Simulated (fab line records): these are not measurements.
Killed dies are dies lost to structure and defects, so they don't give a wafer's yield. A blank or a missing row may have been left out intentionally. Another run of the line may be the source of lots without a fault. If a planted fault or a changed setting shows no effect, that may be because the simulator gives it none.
Which tool is to blame? ; flow rit-cmos ; Sampling: 14 lots, 42 wafers, 2 of 202 route steps

== WHAT EACH GAUGE READ, for each wafer ==
Not one reading of a measure or inspect step in the record can be checked against a usual standard deviation.

== TOOL THAT RAN EACH LOT (tool first, then ch and the chambers of the sampled wafers, then the start) ==
lot;RIT_ACTIVE_STRIP_14;RIT_M1_PROBE_99
L943;plasma-asher-01 ch 0,1, day 2 00:58;-
L944;plasma-asher-03 ch 0,1, day 2 06:02;-
L946;plasma-asher-03 ch 0,1, day 2 16:10;prober-01, day 4 15:16
L947;plasma-asher-04 ch 0,1, day 2 23:26;prober-02, day 4 20:31
L951;plasma-asher-04 ch 0,1, day 3 16:59;-
L952;plasma-asher-04 ch 0,1, day 3 21:58;prober-01, day 5 22:39
L956;plasma-asher-01 ch 0,1, day 4 21:40;-
L957;plasma-asher-03 ch 0,1, day 5 01:06;-
L958;plasma-asher-04 ch 0,1, day 5 05:10;-
L959;plasma-asher-01 ch 0,1, day 5 10:52;-
L960;plasma-asher-03 ch 0,1, day 5 14:08;-
L962;plasma-asher-04 ch 1, day 6 01:03;-
L963;plasma-asher-03 ch 0,1, day 6 05:43;-
L964;plasma-asher-04 ch 0,1, day 6 11:05;-
- RIT_ACTIVE_STRIP_14: strips in O2, time 180 s.
- RIT_M1_PROBE_99

== AS READ BY THE TOOLS THEMSELVES (means over the sampled wafers that have a number; for cases with no such wafer, the mark the record gives instead) ==
RIT_ACTIVE_STRIP_14. Usual: chamber-pressure-mTorr 4000 mTorr, standard deviation 3.7; drypump-motor-current-A 5.9 A, standard deviation 0.32.
lot;tool;chamber-pressure-mTorr (mTorr);drypump-motor-current-A (A);flag
L943;plasma-asher-01;4002;5.7;
L944;plasma-asher-03;3999;6.1;
L946;plasma-asher-03;-;-;OFF
L947;plasma-asher-04;-;-;OFF
L951;plasma-asher-04;3996;5.6;
L952;plasma-asher-04;4002;5.6;
L956;plasma-asher-01;4000;5.7;
L957;plasma-asher-03;3997;6.2;
L958;plasma-asher-04;3998;5.6;
L959;plasma-asher-01;3999;5.7;
L960;plasma-asher-03;4001;6.1;
L962;plasma-asher-04;4000;5.3;
L963;plasma-asher-03;3998;6.2;
L964;plasma-asher-04;4002;5.6;

RIT_M1_PROBE_99. Usual: killed_at_M0_to_M3 is 0.0 with standard deviation 0.25, killed-at-contacts is 0.0 with standard deviation 0.18, killed-at-front-end is 7 with standard deviation 3.4, killed-dies is 7 with standard deviation 3.4, killed-on-rim is 1.8 with standard deviation 1.3, killed-open is 3.7 with standard deviation 2.2, and killed-short is 3.6 with standard deviation 2.2.
lot;tool;killed_at_M0_to_M3;killed-at-contacts;killed-at-front-end;killed-dies;killed-on-rim;killed-open;killed-short;flag
L946;prober-01;0.3;0.0;264;264;70.0;2.7;3.0;OFF
L947;prober-02;0.0;0.0;264;264;70.0;4.0;3.0;OFF
L952;prober-01;0.0;0.0;13;13;2.0;8.0;5.0;

== THE ANSWER, worked out from the rows above alone ==
Rule: a lot counts as off when the mean over its wafers that have a number is more than 3 standard deviations away from the usual mean. Also off: a lot with no number at a reading for which 4 or more lots have one. The other lots that the step has rows for count as sound. Order of review: gauges by route order, followed by the tools' own readings, for which a lot's mean as printed above is used. At the first step where some lot is off, the reading lying furthest off is the one used; lots without a number count as furthest.
Off: L946, L947, at RIT_ACTIVE_STRIP_14 (chamber-pressure-mTorr). Without a number there: L946, L947.
If a tool, at that step or one of the process steps before it, ran each lot that is off and ran no sound lot following the first of them, it fits. No candidate that was tried fits.

== WHAT THE SIMULATOR PUT IN ==
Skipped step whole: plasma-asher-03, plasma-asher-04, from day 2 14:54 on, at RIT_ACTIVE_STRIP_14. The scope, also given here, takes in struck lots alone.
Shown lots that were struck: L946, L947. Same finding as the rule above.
